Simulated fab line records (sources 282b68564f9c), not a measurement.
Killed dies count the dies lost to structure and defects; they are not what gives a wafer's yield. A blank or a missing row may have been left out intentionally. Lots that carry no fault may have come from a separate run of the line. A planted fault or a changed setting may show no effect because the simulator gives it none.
What tool caused it? || flow rit_cmos || 14 lots, 42 wafers sampled, at 2 steps of a route of 202

## WHAT EACH GAUGE READ, for each wafer
RIT_NWELL_OVL_MEAS_06.
{"lot": "L572", "measured": "day 2 01:18", "on": "overlay-02", "NWELL_OVL (nm)": "1.3 1.8 2.8"}
{"lot": "L574", "measured": "day 2 07:35", "on": "overlay-02", "NWELL_OVL (nm)": "1.0 -0.6 -0.8"}
{"lot": "L575", "measured": "day 2 14:05", "on": "overlay-01", "NWELL_OVL (nm)": "0.3 -1.8 -0.9"}
{"lot": "L576", "measured": "day 2 18:09", "on": "overlay-02", "NWELL_OVL (nm)": "-1.5 0.2 0.1"}
{"lot": "L577", "measured": "day 2 22:52", "on": "overlay-02", "NWELL_OVL (nm)": "1.5 0.8 2.8"}
{"lot": "L578", "measured": "day 3 03:52", "on": "overlay-01", "NWELL_OVL (nm)": "1.0 0.8 1.1"}
{"lot": "L580", "measured": "day 3 13:29", "on": "overlay-02", "NWELL_OVL (nm)": "1.0 0.9 -0.8"}
{"lot": "L582", "measured": "day 3 23:49", "on": "overlay-01", "NWELL_OVL (nm)": "2.6 0.5 -0.6"}
{"lot": "L589", "measured": "day 5 14:57", "on": "overlay-01", "NWELL_OVL (nm)": "-1.3 0.0 -1.5"}
{"lot": "L590", "measured": "day 5 16:59", "on": "overlay-01", "NWELL_OVL (nm)": "-1.5 -0.9 -1.6"}
{"lot": "L592", "measured": "day 6 05:46", "on": "overlay-01", "NWELL_OVL (nm)": "0.4 0.4 -0.1"}
{"lot": "L593", "measured": "day 6 09:41", "on": "overlay-02", "NWELL_OVL (nm)": "0.0 0.0 0.1"}
{"lot": "L594", "measured": "day 6 12:01", "on": "overlay-02", "NWELL_OVL (nm)": "3.4 1.3 -0.3"}
{"lot": "L595", "measured": "day 6 16:56", "on": "overlay-02", "NWELL_OVL (nm)": "0.3 0.8 0.6"}

RIT_PWELL_TW_MEAS_10.
{"lot": "L572", "measured": "day 2 03:44", "on": "film_metro-04", "PWELL_TW": "951 950 949"}
{"lot": "L574", "measured": "day 2 09:53", "on": "film_metro-01", "PWELL_TW": "938 943 941"}
{"lot": "L575", "measured": "day 2 16:33", "on": "film_metro-04", "PWELL_TW": "946 946 948"}
{"lot": "L576", "measured": "day 2 20:26", "on": "film_metro-03", "PWELL_TW": "946 943 942"}
{"lot": "L577", "measured": "day 3 01:13", "on": "film_metro-04", "PWELL_TW": "958 951 946"}
{"lot": "L578", "measured": "day 3 06:09", "on": "film_metro-03", "PWELL_TW": "936 941 938"}
{"lot": "L580", "measured": "day 3 15:39", "on": "film_metro-03", "PWELL_TW": "948 949 948"}
{"lot": "L582", "measured": "day 4 02:13", "on": "film_metro-03", "PWELL_TW": "948 949 945"}
{"lot": "L589", "measured": "day 5 17:07", "on": "film_metro-01", "PWELL_TW": "944 945 948"}
{"lot": "L590", "measured": "day 5 19:08", "on": "film_metro-01", "PWELL_TW": "940 942 944"}
{"lot": "L592", "measured": "day 6 08:10", "on": "film_metro-01", "PWELL_TW": "947 946 944"}
{"lot": "L593", "measured": "day 6 11:59", "on": "film_metro-01", "PWELL_TW": "942 938 942"}
{"lot": "L594", "measured": "day 6 14:18", "on": "film_metro-01", "PWELL_TW": "945 942 939"}
{"lot": "L595", "measured": "day 6 19:13", "on": "film_metro-01", "PWELL_TW": "944 941 943"}

## TOOL THAT RAN EACH LOT (tool first, then ch and the chambers of the sampled wafers, then the start)
The record holds no process step before these readings.

## WHAT THE TOOLS THEMSELVES READ (means of the sampled wafers that have a number; where no wafer has one, the mark that the record gives instead)
The record holds no such reading with a usual standard deviation.

## THE ANSWER, worked out from the rows above alone
Rule: usual is defined by the lots themselves. Put in order of their means at a reading, lots are off if they are a third of the lots or fewer, leave a main group of 4 or more, and stand apart from it by a gap of 3 or more times the standard deviation of the main group's means; of several such gaps the widest counts. The tables above print the reading to a certain number of digits; a main group whose means all agree to those digits is not used. A lot without any number at a reading at which 4 lots or more have one is off too. Any other lot the step has rows for is counted as sound. First the gauges in route order, then the tools' own readings, where a lot's mean is used as printed above. The first step at which some lot is off is used, and at that step the reading that is off furthest; a lot without a number counts as furthest.
No lot is off at any reading shown: from this, nothing can be told.

## WHAT HAD BEEN PUT IN BY THE SIMULATOR
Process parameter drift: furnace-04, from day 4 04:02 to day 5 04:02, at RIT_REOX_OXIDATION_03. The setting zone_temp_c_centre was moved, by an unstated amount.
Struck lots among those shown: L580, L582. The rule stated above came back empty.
